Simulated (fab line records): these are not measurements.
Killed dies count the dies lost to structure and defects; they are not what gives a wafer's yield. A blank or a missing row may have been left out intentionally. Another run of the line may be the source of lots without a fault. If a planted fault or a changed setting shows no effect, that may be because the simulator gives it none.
fab line records	flow berkeleyCmos170
record: lots: 6	wafers: 18	lastDay: 12
route steps=331 shown PWELL@36
lots with no fault: from the same line, run without faults
startH: hours from the record's first day to the start of the lot's first wafer shown	waitH: how many hours have passed since the lot's step before this one	" same as the row above	L1.1+2: a row that stands for several wafers	- value missing, or start not given	* or withheld: withheld	< > ~ a bound
route shown NAME@n: a module of which the file shows steps, and the number in the route of the first	usual: average and standard deviation across the fault-free wafers	same: alike in all rows	chamber/n: place in a boat	sites: the reading at each site	_std_site: the values' standard deviation	_edge_site: mean of outer sites minus mean of inner sites	radiusMm: how far each site lies from the wafer's centre	mask NAME#n: copy n	behind: tool/chamber where the wafer was last shaped	hold: reason for holding the lot/hours on hold/outcome of the hold	device: the transistor (n, p or np) that didn't switch	end of line: the tests these same wafers got at the end of their route	for a step that has no rows: nothing shown but its recipe	killed: dies lost to structure and defects at the first sort, not the wafer's yield	map: a wafer's dies, x killed, . not, _ none there
set.NAME: the setting that was run; set.NAME@STEP: the one run at that earlier step	model.NAME: the simulator's own value behind a step, which no gauge read
certain route steps with their lots: each step a table, each wafer a row
services: the hour from which a tool's chamber was out of use, counted from the record's first day as startH (under 0 if before that day), plus the number of hours and why
== steps ==
step: UCB170_PWELL_OXIDATION_02
recipe: tempC: 1000	ambient: O2	targetThkA: 264	oxTimeS: 1260
step: UCB170_PWELL_THK_MEAS_03
recipe: reads: SiO2_of_PWELL_OXIDATION_02
usual: PWELL_OXIDE_THK: 26.3/0.45
lot.wafer	tool	chamber	startH	waitH	PWELL_OXIDE_THK[nm]
L365.4	filmMetro-02	-	43.72	0.0	26.4
L365.5	"	-	"	"	26.8
L365.6	"	-	"	"	27.0
L370.1	filmMetro-04	-	78.45	0.0	26.6
L370.3	"	-	"	"	26.6
L370.4	"	-	"	"	26.6
L373.1	filmMetro-02	-	87.32	0.0	26.0
L373.2	"	-	"	"	26.2
L373.5	"	-	"	"	26.2
L377.1	filmMetro-04	-	106.38	0.0	26.5
L377.3	"	-	"	"	26.6
L377.5	"	-	"	"	26.5
L382.1	filmMetro-02	-	130.38	0.0	26.9
L382.2	"	-	"	"	26.8
L382.4	"	-	"	"	27.3
L385.2	filmMetro-02	-	145.74	0.0	26.7
L385.3	"	-	"	"	26.3
L385.4	"	-	"	"	26.8
step: UCB170_PWELL_ANNEAL_04
recipe: tempC: 1000	timeS: 900	ambient: N2
step: UCB170_PWELL_CVD_05
recipe: material: Si3N4	targetThkNm: 220	tempC: 800	precursor: SiH2Cl2/NH3	timeS: 3300	pressureMtorr: 200	sih2cl2FlowSccm: 25	nh3FlowSccm: 75
step: UCB170_PWELL_THK_MEAS_06
recipe: reads: Si3N4_of_PWELL_CVD_05
usual: PWELL_NITRIDE_THK: 220.5/1.8
lot.wafer	tool	chamber	startH	waitH	PWELL_NITRIDE_THK[nm]
L365.4	filmMetro-02	-	49.64	0.0	221.3
L365.5	"	-	"	"	224.5
L365.6	"	-	"	"	219.7
L370.1	filmMetro-01	-	84.61	0.0	220.3
L370.3	"	-	"	"	222.3
L370.4	"	-	"	"	222.3
L373.1	filmMetro-02	-	92.18	0.0	218.7
L373.2	"	-	"	"	219.1
L373.5	"	-	"	"	218.3
L377.1	filmMetro-04	-	113.98	0.0	220.2
L377.3	"	-	"	"	222.8
L377.5	"	-	"	"	221.1
L382.1	filmMetro-04	-	138.05	0.0	219.6
L382.2	"	-	"	"	218.3
L382.4	"	-	"	"	219.0
L385.2	filmMetro-04	-	150.87	0.0	221.6
L385.3	"	-	"	"	220.2
L385.4	"	-	"	"	219.2
step: UCB170_PWELL_HMDS_07
recipe: primeTimeS: 60	primeTempC: 100
step: UCB170_PWELL_COAT_08
recipe: resist: KrF	spinRpm: 1500	resistThkNm: 900
step: UCB170_PWELL_SOFTBAKE_09
recipe: resist: KrF	tempC: 130	timeS: 60
step: UCB170_PWELL_EXPOSE_10
recipe: maskId: PWELL	targetCdNm: 3000	na: 0.5	sigmaOuter: 0.6	sourceShape: conventional	doseMj: 19
step: UCB170_PWELL_PEB_11
recipe: pebTempC: 130	pebTimeS: withheld	resist: KrF
step: UCB170_PWELL_DEVELOP_12
recipe: developer: TMAH	developTimeS: 45	resist: KrF	devTempC: 21
step: UCB170_PWELL_OVL_MEAS_13
usual: PWELL_OVL: -4/4.3
lot.wafer	tool	chamber	startH	waitH	PWELL_OVL[nm]
L365.4	overlay-02	-	51.02	-	-2
L365.5	"	-	"	"	-2
L365.6	"	-	"	"	-2
L370.1	overlay-02	-	85.51	-	-10
L370.3	"	-	"	"	-8
L370.4	"	-	"	"	-10
L373.1	overlay-01	-	93.19	-	-10
L373.2	"	-	"	"	-7
L373.5	"	-	"	"	-1
L377.1	overlay-02	-	115.74	-	-5
L377.3	"	-	"	"	-1
L377.5	"	-	"	"	-10
L382.1	overlay-02	-	139.11	-	6
L382.2	"	-	"	"	1
L382.4	"	-	"	"	1
L385.2	overlay-02	-	152.82	-	-6
L385.3	"	-	"	"	-3
L385.4	"	-	"	"	-7
step: UCB170_PWELL_ETCH_14
recipe: chemistry: CH3F/Ar/O2	target: Si3N4	stopOn: SiO2	CH3F_flow_sccm: 20	Ar_flow_sccm: 50	O2_flow_sccm: 7	pressureMtorr: 50	rfW: 450	targetDepthA: 2420	overEtchFrac: 0.1	timeS: 151
usual: drypumpMotorCurrentA: 5.9/0.43	mfcArSccm: 50.00/0.15	oesProductAu: 0.939/0.0089	overEtchFrac: 0.1/0	throttleValvePct: 8.06/0.13
lot.wafer	tool	chamber	startH	waitH	drypumpMotorCurrentA	mfcArSccm	oesProductAu	overEtchFrac	rfHoursCounterH	throttleValvePct	model.KrF_of_PWELL_COAT_08.thkNm
L365.4	rieDiel-01	1	51.09	0.1	5.5	49.93	0.929	0.1	-	7.87	723.4
L365.5	"	0	"	"	5.7	49.90	0.945	0.1	-	8.18	721.2
L365.6	"	2	"	"	6.0	50.26	0.946	0.1	-	7.99	723.5
L370.1	rieDiel-04	0	85.55	0.0	6.0	50.06	0.961	0.051244	41	8.21	730.3
L370.3	"	1	"	"	5.7	49.96	0.967	0.051244	13	8.21	732.9
L370.4	"	0	"	"	6.0	50.23	0.970	0.051244	-	8.24	732.4
L373.1	rieDiel-04	1	93.22	0.0	5.7	49.76	0.949	0.051244	13	8.20	729.6
L373.2	"	0	"	"	6.0	49.93	0.965	0.051244	42	8.22	728.7
L373.5	"	1	"	"	5.7	50.07	0.952	0.051244	-	8.21	730.7
L377.1	rieDiel-01	0	115.77	0.0	5.8	49.87	0.941	0.1	115	8.15	717.2
L377.3	"	3	"	"	5.1	50.14	0.949	0.1	3	8.05	720.6
L377.5	"	3	"	"	5.1	49.86	0.935	0.1	-	8.03	724.6
L382.1	rieDiel-01	1	139.14	0.0	5.5	50.13	0.919	0.1	8	7.86	723.5
L382.2	"	3	"	"	5.1	50.13	0.933	0.1	4	8.04	726.1
L382.4	"	0	"	"	5.8	49.89	0.934	0.1	116	8.16	723.3
L385.2	rieDiel-02	0	152.85	0.0	6.3	49.87	0.920	0.1	144	7.97	729.1
L385.3	"	1	"	"	5.2	50.00	0.946	0.1	6	8.09	727
L385.4	"	2	"	"	6.7	50.03	0.945	0.1	50	8.00	727
step: UCB170_PWELL_IMPLANT_15
recipe: species: B	doseCm2: 5e+12	energyKev: 60	tiltDeg: 7
== services ==
tool	chamber	startH	hours	kind
rieDiel-01	3	41.64	-	clean
rieDiel-01	3	41.64	16.2	scheduledDown
rieDiel-01	3	41.64	16.2	ventCycle
rieDiel-02	0	72.72	9.5	repair
rieDiel-04	2	81.85	17.5	repair
rieDiel-04	-	99.52	28.1	pm
rieDiel-02	2	101.59	4.0	repair
== key ==
firstSign: step: UCB170_PWELL_ETCH_14	reading: overEtchFrac	direction: down	sigmas: 99+	usual: 0.1	struck: 0.051244
effect: step: UCB170_PWELL_ETCH_14	reading: oesProductAu	direction: up	sigmas: 2.5	usual: 0.939	struck: 0.961
modelEffect: step: UCB170_PWELL_ETCH_14	value: KrF_of_PWELL_COAT_08.thkNm	without: 723.7	struck: 730.8
metAt UCB170_PWELL_ETCH_14
struckWafers L370.1,L370.3,L370.4,L373.1,L373.2,L373.5
sortLeftOut L370.1,L370.3,L370.4,L373.1,L373.2,L373.5
testerLeftOut L370,L373
fault: kind: processParameterDrift	tool: rieDiel-04	chamber: -	onsetH: 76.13	steps: UCB170_PWELL_ETCH_14	channel: overEtchFrac	offset: -0.048756	shape: step	endH: 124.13	actsIn: theseRecipesOnly	stated: 0.1
testerLeftOut: of these lots the tester's yield and bins aren't shown, on N5 and GAA mostly nor the transistor test; their killed dies are dies lost to structure and defects alone, not to doping, threshold or leakage, so they don't give the yield
sortLeftOut: the simulated sort isn't trusted on such a fault, so these wafers' sort isn't shown, and their yield isn't known
